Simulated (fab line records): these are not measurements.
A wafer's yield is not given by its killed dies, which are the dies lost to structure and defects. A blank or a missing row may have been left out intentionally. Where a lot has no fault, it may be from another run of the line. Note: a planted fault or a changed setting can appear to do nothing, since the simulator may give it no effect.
A lot that was struck, set against a sound lot + flow rit-cmos + 20 steps out of a route of 202
Sound: these wafers, L595.1, L595.3, L595.5. Wafers struck: L589.3, L589.5, L589.6. The cause comes at the end.
Each step with rows lists, per side, the tool, then ch with its chambers, then its first start. Under that, the readings that differ: sound wafers + struck wafers + difference of the means + sigmas: that difference in standard deviations of wafers without a fault.
alike: a reading whose means differ by less than 2 such deviations, as well as words and numbers matching on both sides. not compared: withheld readings; readings where some wafer has no value; bounds like >300 that might hide an equal value; numbers whose values overlap and for which the record gives no deviation.
Wherever a step has rows on one side only, a row that says differs or no value, or a row with sigmas, the two part there. Non-overlapping numbers with no deviation appear without sigmas and do not part them. A reading that every wafer of one side lacks parts them only if that side has two wafers or more.

first, 3 steps without rows for these wafers: RIT_GATE_CLEAN_02 (cleans in dHF, time 30 s); RIT_GATE_CLEAN_03 (cleans in SC2, time 600 s); RIT_GATE_CLEAN_04 (cleans in dHF, time 60 s).
RIT_FOX2_THK_MEAS_91:
  struck on film-metro-02, day 4 03:47; sound on film-metro-02, day 5 07:37
  alike: FIELD_OXIDE_LEFT_2_THK
then, 2 steps without rows for these wafers: RIT_GATE_OXIDATION_05 (target thk 3 nm, ox time 270 s); RIT_GATE_ANNEAL_06 (time 600 s).
RIT_GATE_THK_MEAS_07:
  struck on film-metro-01, day 4 05:10; sound on film-metro-02, day 5 09:02
  alike: GATE_OXIDE_THK
then, 1 step without rows for these wafers: RIT_GATE_CVD_08 (deposits poly-Si from SiH4, target thk 250 nm, time 2220 s).
RIT_GATE_THK_MEAS_09:
  struck on film-metro-02, day 4 07:18; sound on film-metro-04, day 5 10:43
  alike: GATE_POLY_THK
then, 3 steps without rows for these wafers: RIT_GATE_HMDS_10 (prime time 60 s); RIT_GATE_COAT_11 (resist thk 850 nm); RIT_GATE_SOFTBAKE_12 (time 60 s).
RIT_GATE_EXPOSE_13: exposes mask M6, target cd 150 nm.
  sound on iline-stepper-02 ch 0, day 5 11:13; struck on iline-stepper-01 ch 0, day 4 07:56
| reading | sound          | struck                  | difference | sigmas |
|---------|----------------|-------------------------|------------|--------|
| mask    | M6#0 M6#0 M6#0 | M6_R1#0 M6_R1#0 M6_R1#0 | differs    |        |
then, 2 steps without rows for these wafers: RIT_GATE_PEB_14; RIT_GATE_DEVELOP_15 (develop time 50 s).
RIT_GATE_CD_MEAS_16: target cd 150 nm.
  struck on cd-sem-02, day 4 08:34; sound on cd-sem-01, day 5 11:41
| reading    | sound       | struck      | difference | sigmas |
|------------|-------------|-------------|------------|--------|
| cd-nm (nm) | 145 144 146 | 198 196 195 | +51        | +17    |
RIT_GATE_OVL_MEAS_17:
  struck on overlay-02, day 4 08:40; sound on overlay-02, day 5 11:49
  alike: GATE_OVL
then, 1 step without rows for these wafers: RIT_GATE_HARDBAKE_18 (time 60 s).
RIT_GATE_ETCH_19: etches poly-Si in SF6/CHF3/O2, stops on SiO2, time 165 s, target depth 312.5 nm.
  sound on rie-si-02 ch 1,3, day 5 12:00; struck on rie-si-01 ch 1,2, day 4 08:53
| reading               | sound             | struck            | difference | sigmas |
|-----------------------|-------------------|-------------------|------------|--------|
| model.GATE.cd-nm (nm) | 144.5 144.7 145.5 | 197.5 195.7 194.6 | +51.0      |        |
  alike: chamber-pressure-mTorr, drypump-motor-current-A, oes-product-au, throttle-valve-pct
  not compared: rf-hours-counter-h
RIT_GATE_STRIP_20: strips in O2, time 180 s.
  sound on plasma-asher-03 ch 0,1, day 5 12:06; struck on plasma-asher-03 ch 0,1, day 4 09:03
  alike: chamber-pressure-mTorr, drypump-motor-current-A
  not compared: rf-hours-counter-h

== WHERE THEY PART ==
Earliest at RIT_GATE_EXPOSE_13; latest, in this record, at RIT_GATE_CD_MEAS_16. Later steps at which nothing parts them and some readings are alike: RIT_GATE_OVL_MEAS_17, RIT_GATE_ETCH_19, RIT_GATE_STRIP_20.

WHY: the cause the simulator had injected
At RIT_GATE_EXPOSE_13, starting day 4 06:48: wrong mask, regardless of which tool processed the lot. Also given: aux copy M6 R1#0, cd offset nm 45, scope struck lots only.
